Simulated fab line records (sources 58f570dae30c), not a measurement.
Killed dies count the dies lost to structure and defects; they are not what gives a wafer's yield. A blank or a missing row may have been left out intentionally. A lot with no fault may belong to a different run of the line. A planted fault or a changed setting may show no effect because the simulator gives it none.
Which tool did it? | flow berkeley cmos170 | Sampling: 14 lots, 42 wafers, 3 of 331 route steps

## WHAT EACH GAUGE READ, for each wafer
UCB170_WELLDRIVE_THK_MEAS_02.
lot  | measured    | on            | WELLDRIVE_OXIDE_THK (nm)
L999 | day 3 11:03 | film metro-02 | 198 197 198
L100 | day 3 15:48 | film metro-04 | 188 192 191
L101 | day 3 20:37 | film metro-03 | 194 194 194
L102 | day 4 02:38 | film metro-02 | 196 198 194
L103 | day 4 11:17 | film metro-03 | 193 195 200
L104 | day 4 11:18 | film metro-02 | 198 198 197
L105 | day 4 18:20 | film metro-04 | 201 200 198
L114 | day 6 14:34 | film metro-03 | 194 192 194
L115 | day 6 14:34 | film metro-02 | 196 201 200
L117 | day 7 04:40 | film metro-02 | 197 198 197
L118 | day 7 11:09 | film metro-02 | 197 198 202
L119 | day 7 11:10 | film metro-04 | 201 206 202
L120 | day 7 20:33 | film metro-04 | 196 198 196
L121 | day 8 01:53 | film metro-04 | 199 198 198

## WHICH TOOL RAN EACH LOT (tool, then ch and the chambers of the sampled wafers, then the start)
lot  | UCB170_ZERO_ETCH_06               | UCB170_PWELL_ETCH_14
L999 | rie diel-04 ch 1,2, day 1 19:47   | rie diel-02 ch 2,3, day 2 23:23
L100 | rie diel-02 ch 0,3, day 1 22:42   | rie diel-04 ch 1,2, day 3 05:00
L101 | rie diel-01 ch 0,1,2, day 2 03:51 | rie diel-04 ch 0,2,3, day 3 07:38
L102 | rie diel-01 ch 0,1,3, day 2 08:07 | rie diel-02 ch 1,2,3, day 3 13:52
L103 | rie diel-04 ch 1,2,3, day 2 17:58 | rie diel-03 ch 0,1,2, day 4 00:46
L104 | rie diel-01 ch 0,1,2, day 2 18:14 | rie diel-04 ch 0,1,2, day 4 00:53
L105 | rie diel-01 ch 1,2, day 3 02:01   | rie diel-04 ch 0,1, day 4 06:46
L114 | rie diel-04 ch 0,1,3, day 5 01:57 | rie diel-04 ch 0,2, day 6 04:44
L115 | rie diel-02 ch 0,1,3, day 5 02:09 | rie diel-03 ch 0,1,3, day 6 05:06
L117 | rie diel-01 ch 0,1, day 5 11:47   | rie diel-03 ch 1,2, day 6 17:58
L118 | rie diel-02 ch 0,1,3, day 5 16:06 | rie diel-04 ch 2,3, day 7 02:01
L119 | rie diel-02 ch 1,2, day 5 21:53   | rie diel-03 ch 1,2, day 7 02:00
L120 | rie diel-01 ch 0,1,3, day 6 04:14 | rie diel-04 ch 0,3, day 7 09:13
L121 | rie diel-04 ch 0,2,3, day 6 08:13 | rie diel-04 ch 0,3, day 7 14:34
- UCB170_ZERO_ETCH_06: etches SiO2 in CHF3/CF4/Ar, time 12 s.
- UCB170_PWELL_ETCH_14: etches Si3N4 in CH3F/Ar/O2, stops on SiO2, target depth 242 nm, time 151 s.

## WHAT THE TOOLS THEMSELVES READ (means of the sampled wafers that have a number; where no wafer has one, the mark that the record gives instead)
UCB170_ZERO_ETCH_06.
lot  | tool        | chamber pressure mTorr (mTorr) | drypump motor current A (A) | oes product au (a.u.) | throttle valve pct (%)
L999 | rie diel-04 | 100.07                         | 5.8                         | 0.610                 | 9.31
L100 | rie diel-02 | 99.98                          | 5.4                         | 0.611                 | 9.16
L101 | rie diel-01 | 100.07                         | 5.5                         | 0.603                 | 9.15
L102 | rie diel-01 | 99.98                          | 5.7                         | 0.614                 | 9.21
L103 | rie diel-04 | 99.90                          | 5.9                         | 0.615                 | 9.29
L104 | rie diel-01 | 99.97                          | 5.5                         | 0.604                 | 9.15
L105 | rie diel-01 | 100.07                         | 5.5                         | 0.607                 | 9.15
L114 | rie diel-04 | 100.07                         | 5.8                         | 0.618                 | 9.35
L115 | rie diel-02 | 100.06                         | 5.5                         | 0.620                 | 9.19
L117 | rie diel-01 | 100.00                         | 5.5                         | 0.603                 | 9.15
L118 | rie diel-02 | 99.96                          | 5.5                         | 0.619                 | 9.20
L119 | rie diel-02 | 99.90                          | 5.2                         | 0.617                 | 9.24
L120 | rie diel-01 | 99.98                          | 5.7                         | 0.617                 | 9.21
L121 | rie diel-04 | 100.00                         | 6.0                         | 0.618                 | 9.32

UCB170_PWELL_ETCH_14.
lot  | tool        | O2_flow_sccm (sccm) | chamber pressure mTorr (mTorr) | drypump motor current A (A) | oes product au (a.u.) | throttle valve pct (%)
L999 | rie diel-02 | 7.016               | 50.01                          | 5.1                         | 0.932                 | 7.97
L100 | rie diel-04 | 7.010               | 49.97                          | 5.9                         | 0.932                 | 8.11
L101 | rie diel-04 | 6.995               | 50.04                          | 5.9                         | 0.943                 | 8.12
L102 | rie diel-02 | 7.013               | 50.04                          | 5.2                         | 0.952                 | 8.00
L103 | rie diel-03 | 6.997               | 49.97                          | 5.6                         | 0.936                 | 8.03
L104 | rie diel-04 | 7.006               | 50.01                          | 5.9                         | 0.929                 | 8.12
L105 | rie diel-04 | 6.972               | 49.98                          | 5.9                         | 0.931                 | 8.16
L114 | rie diel-04 | 6.994               | 50.04                          | 6.0                         | 0.941                 | 8.14
L115 | rie diel-03 | 6.982               | 49.99                          | 5.3                         | 0.932                 | 8.08
L117 | rie diel-03 | 7.007               | 50.05                          | 5.7                         | 0.943                 | 8.08
L118 | rie diel-04 | 7.000               | 50.00                          | 5.9                         | 0.938                 | 8.12
L119 | rie diel-03 | 6.995               | 49.98                          | 5.6                         | 0.938                 | 8.12
L120 | rie diel-04 | 7.004               | 50.01                          | 5.9                         | 0.951                 | 8.15
L121 | rie diel-04 | 7.025               | 49.97                          | 5.8                         | 0.950                 | 8.15

## THE ANSWER, worked out from the rows above alone
Rule: the usual values come from the lots themselves. The widest of any qualifying gaps counts: lots, ordered by their means at a reading, are off when they make up no more than a third of the lots, leave a main group of 4 or more, and stand apart from it by 3 or more times the standard deviation of that group's means. If all means in a main group match to the digits the tables above print for the reading, that group is not used. A lot without any number at a reading at which 4 lots or more have one is off too. Where the step has rows for the other lots, those lots are counted as sound. The gauges are gone through in route order, then the tools' own readings, and for those a lot's mean is taken as printed above. The first step at which some lot is off is used, and at that step the reading that is off furthest; a lot without a number counts as furthest.
No lot is off on any of the readings shown, so nothing can be concluded from this.

## WHAT HAD BEEN PUT IN BY THE SIMULATOR
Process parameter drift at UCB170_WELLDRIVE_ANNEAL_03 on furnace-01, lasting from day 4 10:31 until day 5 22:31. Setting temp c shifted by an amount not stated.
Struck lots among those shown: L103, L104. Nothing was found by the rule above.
